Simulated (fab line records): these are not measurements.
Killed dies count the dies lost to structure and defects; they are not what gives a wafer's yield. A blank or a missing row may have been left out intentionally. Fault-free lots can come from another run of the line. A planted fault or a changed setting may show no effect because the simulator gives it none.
2 desks, one fault | flow berkeley cmos170 | only its own numbers are on each desk; what lay behind them is given at the end

METROLOGY DESK
What the gauges read, lot by lot, whatever tool the lot ran on: means of the sampled wafers that have a number. Any lot whose mean is over 4 standard deviations away from the usual mean is out of limits and marked OUT; that distance is given in the brackets.
Columns: A = PFIELD_TW at UCB170_PFIELD_TW_MEAS_09, usual 599; B = NSD_RS at UCB170_SDANNEAL_RS_MEAS_03, usual 37.08 ohm/sq
lot  | first seen here | A              | B
L902 | day 4 18:33     | 607            | 37.06
L904 | day 5 04:30     | 606            | 37.13
L903 | day 5 04:40     | 597            | 37.27
L905 | day 5 17:20     | 599            | 37.12
L906 | day 5 17:28     | 601            | 37.09
L907 | day 6 05:11     | 597            | 37.06
L908 | day 6 08:17     | 596            | 37.03
L912 | day 6 16:31     | 598            | 37.11
L911 | day 6 16:46     | 599            | 37.06
L913 | day 7 08:22     | 592            | 37.16
L916 | day 7 08:44     | 592            | 36.96
L919 | day 7 21:43     | 560 (-8.1) OUT | 37.07
L917 | day 7 21:48     | 602            | 36.98
L921 | day 8 12:23     | 576 (-4.8) OUT | 37.08
This desk finds L919, L921 out of limits, with the earliest case on L919 at day 7 21:43 (PFIELD_TW at UCB170_PFIELD_TW_MEAS_09). L902, L904, L903, L905, L906, L907, L908, L912, L911, L913, L916, L917: within limits.

THE TOOL OWNER'S DESK: implanter-04
The tool's own readings at UCB170_PFIELD_IMPLANT_07, given as means over the sampled wafers that have a number, one for each lot that went through this tool. Any lot whose mean is over 4 standard deviations away from the usual mean is out of limits and marked OUT; that distance is given in the brackets.
Columns: A = dose ions cm2 at UCB170_PFIELD_IMPLANT_07, usual 1.9998e+13; B = faraday current uA at UCB170_PFIELD_IMPLANT_07, usual 63.7
lot  | first seen here | A                            | B
L902 | day 4 18:18     | 1.9978e+13                   | 63.8
L904 | day 5 04:16     | 1.9995e+13                   | 63.3
L916 | day 7 08:31     | 1.9997e+13                   | 63.3
L919 | day 7 21:30     | 1.6956e+13 (-99 or more) OUT | 53.7 (-8.3) OUT
L921 | day 8 12:08     | 1.6926e+13 (-99 or more) OUT | 53.3 (-8.7) OUT
Finding of this desk: L919, L921 out of limits; the first was L919 at day 7 21:30, on dose ions cm2 at UCB170_PFIELD_IMPLANT_07. L902, L904, L916: within limits.

PUT TOGETHER
The tool owner's desk had the chance to raise an alarm at day 7 21:30 on L919, L921.
At day 7 21:43 the metrology desk could have sounded an alarm, on L919, L921.
Every lot named ran UCB170_PFIELD_IMPLANT_07 on implanter-04.

WHAT THE SIMULATOR HAD INSERTED
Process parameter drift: implanter-04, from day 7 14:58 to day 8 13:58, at UCB170_PFIELD_IMPLANT_07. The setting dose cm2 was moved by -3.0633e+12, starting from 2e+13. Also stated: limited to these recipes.
Lots struck among those shown: L919, L921.
Delay (hours) between the fault's onset and each desk's first out-of-limits reading: 7 at the tool owner's desk, 7 at the metrology desk.
